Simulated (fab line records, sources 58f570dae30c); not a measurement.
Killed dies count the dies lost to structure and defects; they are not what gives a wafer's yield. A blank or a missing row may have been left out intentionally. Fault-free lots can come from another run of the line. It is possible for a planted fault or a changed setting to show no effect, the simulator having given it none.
fab line records	flow berkeleyCmos170
[record] lots = 14	wafers = 42	lastDay = 12
route steps=331 shown M2@272
lots that met no fault: taken from a fault-free run of the same line
startH: hours from the record's opening day to when the first of the lot's shown wafers began	waitH: hours elapsed since this lot's preceding step	" same as the row above	L1.1+2: a single row standing in for several wafers	- no value, or no start was given	* or withheld: withheld	< > ~ a bound
route shown NAME@n: a module of which the file shows steps, and the number in the route of the first	usual: mean/standard deviation of fault-free wafers	same: alike in all rows	chamber/n: place in a boat	sites: readings site by site	_std_site: their standard deviation	_edge_site: outer sites' mean less inner sites'	radiusMm: for every site, how far away it sits from the centre of the wafer	mask NAME#n: copy n	behind: the last tool/chamber to shape the wafer	hold: cause of the lot's hold/its duration in hours/its outcome	device: transistor that didn't switch, given as n, p or np	end of line: tests run on the same wafers once the route is complete	a step given without rows: its recipe and nothing more	killed: at the first sort, the dies lost to defects and structure; wafer yield is something else	map: the dies of a wafer, with x for killed, . for not killed, _ for no die there
set.NAME: the setting the step ran with; set.NAME@STEP: the setting that earlier step ran with	model.NAME: the simulator's own value behind a step, which no gauge read
a sample of lots followed through the steps of the route, with each step as a table and each wafer as a row
services: the hour from which a tool's chamber was out of use, counted from the record's first day as startH (under 0 if before that day), plus the number of hours and why
[[steps]]
[step UCB170_M2_SPUTTER_01]
[recipe] material = Al	targetThkNm = 900	timeS = 120	powerW = 6000	chamberPressurePa = 0.5
[usual] cathodeDcPowerW = 5999.9/0.89	chamberPressurePa = 0.4999/0.001	throttleValvePct = 29.3/1.4
lot.wafer	tool	chamber	startH	waitH	cathodeDcPowerW	chamberPressurePa	throttleValvePct
L444.1	pvdSputter-04	-	183.31	0.0	6000.2	0.4979	29.6
L444.5	"	-	"	"	5999.5	0.4990	29.6
L444.6	"	-	"	"	6001.5	0.4983	32.5
L443.1	pvdSputter-02	-	185.99	0.0	5999.7	0.4989	28.7
L443.2	"	-	"	"	5998.8	0.4990	30.1
L443.5	"	-	"	"	6000.3	0.4979	30.4
L448.1	pvdSputter-03	-	213.54	0.0	5998.6	0.4987	29.6
L448.2	"	-	"	"	5998.5	0.4997	31.3
L448.6	"	-	"	"	6000.2	0.4983	28.3
L451.1	pvdSputter-04	-	213.82	0.0	5999.9	0.5004	27.3
L451.5	"	-	"	"	6000.4	0.5001	32.1
L451.6	"	-	"	"	5999.7	0.4998	28.0
L446.2	pvdSputter-02	-	213.99	0.0	5999.3	0.4997	27.9
L446.4	"	-	"	"	5999.3	0.5008	28.5
L446.5	"	-	"	"	6000.5	0.4996	28.7
L452.1	pvdSputter-03	-	214.56	0.0	5998.4	0.5011	28.4
L452.5	"	-	"	"	6000.6	0.5000	28.8
L452.6	"	-	"	"	5999.8	0.4989	29.0
L454.3	pvdSputter-04	-	226.96	0.0	5999.8	0.4993	32.2
L454.4	"	-	"	"	6001.7	0.4983	27.4
L454.5	"	-	"	"	6001.4	0.4998	28.1
L453.1	pvdSputter-03	-	227.94	0.0	6002.7	0.4961	29.6
L453.3	"	-	"	"	6000.2	0.5016	28.3
L453.5	"	-	"	"	6001.3	0.4985	28.5
L455.1	pvdSputter-03	-	239.63	0.0	5999.8	0.4983	28.8
L455.2	"	-	"	"	5998.7	0.4997	31.8
L455.6	"	-	"	"	5999.3	0.5008	29.4
L457.1	pvdSputter-02	-	240.91	0.0	5999.8	0.4989	28.6
L457.2	"	-	"	"	5999.3	0.4992	28.6
L457.4	"	-	"	"	6000.6	0.5010	30.4
L456.2	pvdSputter-04	-	248.07	0.0	6000.9	0.4992	28.3
L456.3	"	-	"	"	6000.2	0.5004	32.4
L456.6	"	-	"	"	6000.2	0.4999	27.4
L465.1	pvdSputter-04	-	275.66	0.0	6779.3	0.4993	28.1
L465.2	"	-	"	"	5999.9	0.4999	27.7
L465.4	"	-	"	"	5999.8	0.5003	29.6
L466.3	pvdSputter-02	-	278.59	0.0	5998.5	0.4993	28.8
L466.4	"	-	"	"	5998.9	0.5002	30.1
L466.6	"	-	"	"	5999.3	0.4999	30.4
L463.3	pvdSputter-04	-	278.86	0.0	5998.0	0.4995	27.4
L463.5	"	-	"	"	6780.3	0.5003	28.0
L463.6	"	-	"	"	6000.2	0.5004	27.6
[step UCB170_M2_RS_MEAS_02]
[recipe] thkMeasGauge = four-point-probe	reads = Al_of_M2_SPUTTER_01
[usual] M2_AL_RS = 0.0320/0.00032
lot.wafer	tool	chamber	startH	waitH	M2_AL_RS[ohm/sq]
L444.1	filmMetro-03	-	183.39	0.0	0.0323
L444.5	"	-	"	"	0.0322
L444.6	"	-	"	"	0.0322
L443.1	filmMetro-01	-	186.07	0.0	0.0317
L443.2	"	-	"	"	0.0320
L443.5	"	-	"	"	0.0319
L448.1	filmMetro-01	-	213.62	0.0	0.0324
L448.2	"	-	"	"	0.0322
L448.6	"	-	"	"	0.0320
L451.1	filmMetro-04	-	213.90	0.0	0.0321
L451.5	"	-	"	"	0.0319
L451.6	"	-	"	"	0.0322
L446.2	filmMetro-03	-	214.09	0.1	0.0323
L446.4	"	-	"	"	0.0322
L446.5	"	-	"	"	0.0323
L452.1	filmMetro-03	-	214.64	0.0	0.0324
L452.5	"	-	"	"	0.0323
L452.6	"	-	"	"	0.0330
L454.3	filmMetro-03	-	227.08	0.1	0.0321
L454.4	"	-	"	"	0.0322
L454.5	"	-	"	"	0.0323
L453.1	filmMetro-01	-	228.02	0.0	0.0325
L453.3	"	-	"	"	0.0319
L453.5	"	-	"	"	0.0322
L455.1	filmMetro-03	-	239.72	0.0	0.0318
L455.2	"	-	"	"	0.0320
L455.6	"	-	"	"	0.0321
L457.1	filmMetro-03	-	240.99	0.0	0.0318
L457.2	"	-	"	"	0.0314
L457.4	"	-	"	"	0.0320
L456.2	filmMetro-03	-	248.18	0.1	0.0324
L456.3	"	-	"	"	0.0322
L456.6	"	-	"	"	0.0322
L465.1	filmMetro-01	-	275.74	0.0	0.0283
L465.2	"	-	"	"	0.0326
L465.4	"	-	"	"	0.0321
L466.3	filmMetro-01	-	278.71	0.1	0.0318
L466.4	"	-	"	"	0.0320
L466.6	"	-	"	"	0.0320
L463.3	filmMetro-01	-	278.99	0.1	0.0315
L463.5	"	-	"	"	0.0279
L463.6	"	-	"	"	0.0315
[step UCB170_M2_THK_MEAS_03]
[recipe] thkMeasGauge = xrf	reads = Al_of_M2_SPUTTER_01
[usual] M2_AL_THK = 918/9.8
lot.wafer	tool	chamber	startH	waitH	M2_AL_THK[nm]
L444.1	filmMetro-03	-	183.51	0.1	914
L444.5	"	-	"	"	913
L444.6	"	-	"	"	916
L443.1	filmMetro-01	-	186.19	0.1	925
L443.2	"	-	"	"	920
L443.5	"	-	"	"	914
L448.1	filmMetro-01	-	213.74	0.1	899
L448.2	"	-	"	"	902
L448.6	"	-	"	"	910
L451.1	filmMetro-04	-	214.02	0.1	918
L451.5	"	-	"	"	912
L451.6	"	-	"	"	907
L446.2	filmMetro-03	-	214.20	0.1	913
L446.4	"	-	"	"	914
L446.5	"	-	"	"	906
L452.1	filmMetro-03	-	214.76	0.1	909
L452.5	"	-	"	"	909
L452.6	"	-	"	"	894
L454.3	filmMetro-03	-	227.18	0.1	917
L454.4	"	-	"	"	914
L454.5	"	-	"	"	912
L453.1	filmMetro-01	-	228.14	0.1	901
L453.3	"	-	"	"	918
L453.5	"	-	"	"	911
L455.1	filmMetro-03	-	239.84	0.1	922
L455.2	"	-	"	"	924
L455.6	"	-	"	"	914
L457.1	filmMetro-03	-	241.11	0.1	925
L457.2	"	-	"	"	934
L457.4	"	-	"	"	918
L456.2	filmMetro-03	-	248.29	0.1	905
L456.3	"	-	"	"	918
L456.6	"	-	"	"	913
L465.1	filmMetro-01	-	275.86	0.1	1037
L465.2	"	-	"	"	904
L465.4	"	-	"	"	911
L466.3	filmMetro-01	-	278.81	0.1	917
L466.4	"	-	"	"	919
L466.6	"	-	"	"	916
L463.3	filmMetro-01	-	279.09	0.1	935
L463.5	"	-	"	"	1051
L463.6	"	-	"	"	936
[step UCB170_M2_METAL_ETCH_18]
[recipe] chemistry = Cl2/BCl3	target = Al	stopOn = SiO2	pressureMtorr = 12	targetDepthA = 11700	overEtchFrac = 0.3	timeS = 195	icpW = 600	biasW = 120	Cl2_flow_sccm = 90	bcl3FlowSccm = 45
[usual] drypumpMotorCurrentA = 5.99/0.19	oesProductAu = 0.871/0.011	throttleValvePct = 24.28/0.23
lot.wafer	tool	chamber	startH	waitH	drypumpMotorCurrentA	oesProductAu	rfHoursCounterH	throttleValvePct
L444.1	rieMetal-03	0	185.84	-	5.67	0.867	7.3	24.08
L444.5	"	0	"	"	5.63	0.872	-	24.07
L444.6	"	1	"	"	5.88	0.855	-	24.57
L443.1	rieMetal-04	0	188.65	-	6.16	0.884	8.0	23.85
L443.2	"	1	"	"	5.98	0.853	3.3	24.36
L443.5	"	0	"	"	6.12	0.868	-	23.88
L448.1	rieMetal-03	1	217.71	-	5.89	0.860	12.6	24.58
L448.2	"	0	"	"	5.68	0.870	8.2	24.08
L448.6	"	0	"	"	5.67	0.878	-	24.08
L451.1	rieMetal-02	1	217.82	-	6.06	0.874	9.7	24.33
L451.5	"	1	"	"	6.05	0.882	-	24.31
L451.6	"	0	"	"	6.25	0.895	-	24.43
L446.2	rieMetal-04	0	218.09	-	6.17	0.869	8.8	23.86
L446.4	"	0	"	"	6.17	0.867	-	23.86
L446.5	"	0	"	"	6.18	0.868	-	23.86
L452.1	rieMetal-03	0	218.49	-	5.67	0.865	8.4	24.09
L452.5	"	0	"	"	5.66	0.866	-	24.07
L452.6	"	1	"	"	5.93	0.848	-	24.58
L454.3	rieMetal-02	0	229.09	-	6.23	0.879	-	24.42
L454.4	"	1	"	"	6.06	0.879	-	24.34
L454.5	"	1	"	"	6.05	0.877	-	24.34
L453.1	rieMetal-03	0	230.09	-	5.66	0.873	9.0	24.08
L453.3	"	0	"	"	5.66	0.867	-	24.09
L453.5	"	1	"	"	5.91	0.859	-	24.58
L455.1	rieMetal-02	0	242.11	-	6.23	0.887	8.8	24.42
L455.2	"	1	"	"	6.07	0.882	10.4	24.32
L455.6	"	1	"	"	6.05	0.879	-	24.34
L457.1	rieMetal-04	0	243.52	-	6.16	0.874	9.8	23.85
L457.2	"	1	"	"	5.98	0.865	5.1	24.33
L457.4	"	1	"	"	6.01	0.857	-	24.35
L456.2	rieMetal-04	0	250.85	-	6.16	0.855	10.0	23.87
L456.3	"	0	"	"	6.14	0.862	-	23.87
L456.6	"	0	"	"	6.13	0.869	-	23.87
L465.1	rieMetal-02	1	278.02	-	6.07	0.946	11.4	24.29
L465.2	"	0	"	"	6.27	0.875	9.8	24.43
L465.4	"	1	"	"	6.04	0.876	-	24.34
L466.3	rieMetal-02	1	281.64	-	6.06	0.877	-	24.33
L466.4	"	0	"	"	6.20	0.884	-	24.42
L466.6	"	0	"	"	6.24	0.889	-	24.42
L463.3	rieMetal-03	1	281.91	-	5.90	0.873	-	24.58
L463.5	"	1	"	"	5.88	0.934	-	24.54
L463.6	"	0	"	"	5.69	0.877	-	24.07
[[services]]
tool	chamber	startH	hours	kind
rieMetal-03	-	209.78	2.8	pm
pvdSputter-04	-	214.04	1.8	repair
[[key]]
[firstSign] step = UCB170_M2_SPUTTER_01	reading = cathodeDcPowerW	direction = up	sigmas = 99+	usual = 5999.9	struck = 6779.8
[effect] step = UCB170_M2_RS_MEAS_02	reading = M2_AL_RS	direction = down	sigmas = 12	usual = 0.0320	struck = 0.0281
[effect] step = UCB170_M2_THK_MEAS_03	reading = M2_AL_THK	direction = up	sigmas = 13	usual = 918	struck = 1044
[effect] step = UCB170_M2_METAL_ETCH_18	reading = oesProductAu	direction = up	sigmas = 6.4	usual = 0.871	struck = 0.940
metAt UCB170_M2_SPUTTER_01
struckLots L463,L465
struckWafers L463.5,L465.1
onsetBetween 248.07 275.66
[fault] kind = processParameterDrift	tool = pvdSputter-04	chamber = -	onsetH = 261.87	steps = UCB170_M2_SPUTTER_01	channel = powerW	offset = 779.54	shape = step	endH = 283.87	actsIn = theseRecipesOnly	stated = 6000	scope = struckWafersOnly
